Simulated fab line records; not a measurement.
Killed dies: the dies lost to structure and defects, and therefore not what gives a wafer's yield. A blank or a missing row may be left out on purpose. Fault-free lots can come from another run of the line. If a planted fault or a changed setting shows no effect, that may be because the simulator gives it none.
Which of the tools did it?	flow ritCmos	Sampling: 14 lots, 42 wafers, 2 of 202 route steps

WHAT THE GAUGES SHOWED, per wafer
RIT_PRETRO_OVL_MEAS_06.
lot	measured	on	PRETRO_OVL (nm)
L516	day 2 06:46	overlay-02	0.6 -1.7 -0.2
L517	day 2 13:48	overlay-01	2.5 2.0 0.2
L518	day 2 19:31	overlay-01	0.2 -0.4 -0.2
L519	day 3 00:48	overlay-01	1.2 0.7 -0.5
L520	day 3 05:54	overlay-02	-2.4 -0.3 -0.2
L525	day 4 06:25	overlay-01	-1.0 1.2 -0.6
L526	day 4 11:25	overlay-01	-1.4 -0.3 -2.4
L530	day 5 05:36	overlay-02	0.3 -0.7 -0.1
L531	day 5 11:57	overlay-01	-0.3 -0.3 0.0
L533	day 5 22:51	overlay-02	-0.3 -0.3 0.9
L536	day 6 14:21	overlay-01	0.8 1.8 1.9
L537	day 6 20:06	overlay-01	1.4 1.0 1.0
L538	day 6 22:53	overlay-02	-0.8 -0.9 0.4
L539	day 7 02:34	overlay-01	2.1 1.9 0.2

RIT_GATE_CD_MEAS_16: target cd 150 nm.
lot	measured	on	cdNm (nm)
L516	day 2 13:54	cdSem-02	150.2 150.4 149.2
L517	day 2 20:35	cdSem-01	149.3 150.0 149.3
L518	day 3 00:49	cdSem-02	150.7 150.2 150.5
L519	day 3 08:53	cdSem-02	148.4 149.9 148.2
L520	day 3 11:07	cdSem-02	146.6 147.5 147.4
L525	day 4 13:28	cdSem-01	154.0 151.6 155.6
L526	day 4 17:21	cdSem-02	150.7 148.1 153.3
L530	day 5 16:22	cdSem-02	153.0 152.3 153.3
L531	day 5 18:01	cdSem-01	146.8 149.5 148.8
L533	day 6 07:45	cdSem-01	151.7 150.4 150.0
L536	day 6 22:34	cdSem-02	150.6 149.6 153.4
L537	day 7 01:30	cdSem-02	147.0 147.0 147.5
L538	day 7 03:59	cdSem-02	153.2 152.8 152.4
L539	day 7 13:17	cdSem-02	153.2 150.8 150.1

EACH LOT AND THE TOOL THAT RAN IT (in order: tool; ch and the chambers of the sampled wafers; start)
The record shows no process step preceding these readings.

WHAT THE TOOLS THEMSELVES READ (means of the sampled wafers that have a number; where no wafer has one, the mark that the record gives instead)
The record holds no such reading with a usual standard deviation.

THE ANSWER, worked out from the rows above alone
Rule: the lots themselves supply what counts as usual. Put in order of their means at a reading, lots are off if they are a third of the lots or fewer, leave a main group of 4 or more, and stand apart from it by a gap of 3 or more times the standard deviation of the main group's means; of several such gaps the widest counts. Not used: any main group whose means are identical at the precision the tables above print for the reading. A lot without any number at a reading at which 4 lots or more have one is off too. The other lots that the step has rows for count as sound. First the gauges in route order, then the tools' own readings, where a lot's mean is used as printed above. The first step at which some lot is off is used, and at that step the reading that is off furthest; a lot without a number counts as furthest.
Across all readings shown, no lot is off: no conclusion can be drawn from this.

WHAT THE SIMULATOR PUT IN
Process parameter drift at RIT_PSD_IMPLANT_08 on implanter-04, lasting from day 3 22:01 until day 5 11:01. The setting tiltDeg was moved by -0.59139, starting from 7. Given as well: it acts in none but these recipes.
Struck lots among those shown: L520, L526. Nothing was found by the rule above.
